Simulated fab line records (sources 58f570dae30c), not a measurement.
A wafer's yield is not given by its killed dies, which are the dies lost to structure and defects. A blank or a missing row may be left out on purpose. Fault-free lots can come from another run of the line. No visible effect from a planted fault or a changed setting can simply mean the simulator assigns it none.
A struck lot beside a sound one | flow berkeleyCmos170 | 16 steps out of a route of 331
Sound: the wafers L810.2, L810.3, L810.6. Struck: wafers L814.1, L814.5 (left out: L814.2, a lot-mate that was not struck); the cause follows at the end.
At each step with rows: each side's tool, then ch and its chambers, then its first start. Under that, the readings that differ: sound wafers | struck wafers | difference of the means | sigmas: that difference in standard deviations of wafers without a fault.
alike: words and numbers the same on both sides, and readings whose means are apart by under 2 such deviations; not compared: readings that were withheld, readings missing a value for some wafer, numbers with overlapping values and no deviation given by the record, and bounds like >300 which may hide the same value.
A row with sigmas, a row that says differs or no value, or rows on one side alone: a step with any of these is where the two part. Numbers that have no deviation but don't overlap get no sigmas and don't part them. Lack of a reading on every wafer of one side parts them only where that side has two or more wafers.

first, 1 step without rows for these wafers: UCB170_M2_SOFTBAKE_06 (time 60 s).
UCB170_M2_STRIP_07: strips in O2.
  sound on plasmaAsher-01 ch 1, day 11 19:04; struck on plasmaAsher-02 ch 0,1, day 13 02:47
  alike: drypumpMotorCurrentA, oesProductAu, stripTimeToEndpointS
  not compared: rfHoursCounterH
then, 7 steps without rows for these wafers: UCB170_M2_STRIP_08 (strips KrF in DMSO, time 600 s); UCB170_M2_COAT_09; UCB170_M2_COAT_10 (resist thk 900 nm); UCB170_M2_SOFTBAKE_11 (time 60 s); UCB170_M2_EXPOSE_12 (exposes mask METAL2, target cd 700 nm); UCB170_M2_PEB_13; UCB170_M2_DEVELOP_14 (develop time 45 s).
UCB170_M2_CD_MEAS_15 targets a cd of 700 nm.
  sound on cdSem-02 at day 11 21:53; struck on cdSem-01 at day 13 05:27
  alike: cdNm
UCB170_M2_OVL_MEAS_16:
  sound on overlay-02 at day 11 22:00; struck on overlay-01 at day 13 05:34
  alike: M2_OVL
UCB170_M2_ETCH_17: etches BARC in N2/H2.
  sound on rieDiel-01 ch 0,1,3, day 11 22:02; struck on rieDiel-02 ch 1,2, day 13 05:37
  alike: drypumpMotorCurrentA, oesProductAu, throttleValvePct
UCB170_M2_METAL_ETCH_18: etches Al in Cl2/BCl3, stops on SiO2, target depth 1170 nm, time 195 s.
  sound on rieMetal-03 ch 0, day 11 22:04; struck on rieMetal-03 ch 0, day 13 05:39
reading                            | sound             | struck      | difference | sigmas
oesProductAu (a.u.)                | 0.874 0.881 0.873 | 0.826 0.841 | -0.043     | -3
runLengthS (s)                     | 222.8 222.5 222.4 | 246.5 246.3 | +23.8      | +20
model.KrF_of_M2_COAT_10.thkNm (nm) | 208.8 211.5 210.8 | 117.9 121.3 | -90.8      | 
model.SiO2_of_V1_CVD_00.thkNm (nm) | 938.9 937.5 937.4 | 928.3 928.3 | -9.6       | 
model.M2.cdNm (nm)                 | 702 700.5 700.9   | 691.3 693.9 | -8.5       | 
  alike: drypumpMotorCurrentA, heBacksideLeakSccm, throttleValvePct
  not compared: rfHoursCounterH
UCB170_M2_STRIP_19: strips in O2.
  sound on plasmaAsher-04 ch 0, day 11 22:16; struck on plasmaAsher-01 ch 0, day 13 05:50
reading             | sound             | struck      | difference | sigmas
oesProductAu (a.u.) | 0.536 0.539 0.547 | 0.442 0.445 | -0.097     | -9
  alike: drypumpMotorCurrentA
  not compared: rfHoursCounterH
UCB170_M2_CD_MEAS_90 targets a cd of 700 nm.
  sound on cdSem-01 at day 11 22:23; struck on cdSem-02 at day 13 05:59
reading   | sound             | struck      | difference | sigmas
cdNm (nm) | 701.8 700.8 701.0 | 691.3 694.0 | -8.5       | -3
UCB170_M3_PROBE_99:
  rows exist in the record for the struck wafers here (prober-02, day 13 12:46), but not for the sound ones

WHERE THEY PART
First at UCB170_M2_METAL_ETCH_18; last, within this record, at UCB170_M3_PROBE_99.

WHY: the cause the simulator had injected
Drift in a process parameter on rieMetal-03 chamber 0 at UCB170_M2_METAL_ETCH_18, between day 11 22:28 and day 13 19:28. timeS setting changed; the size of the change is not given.
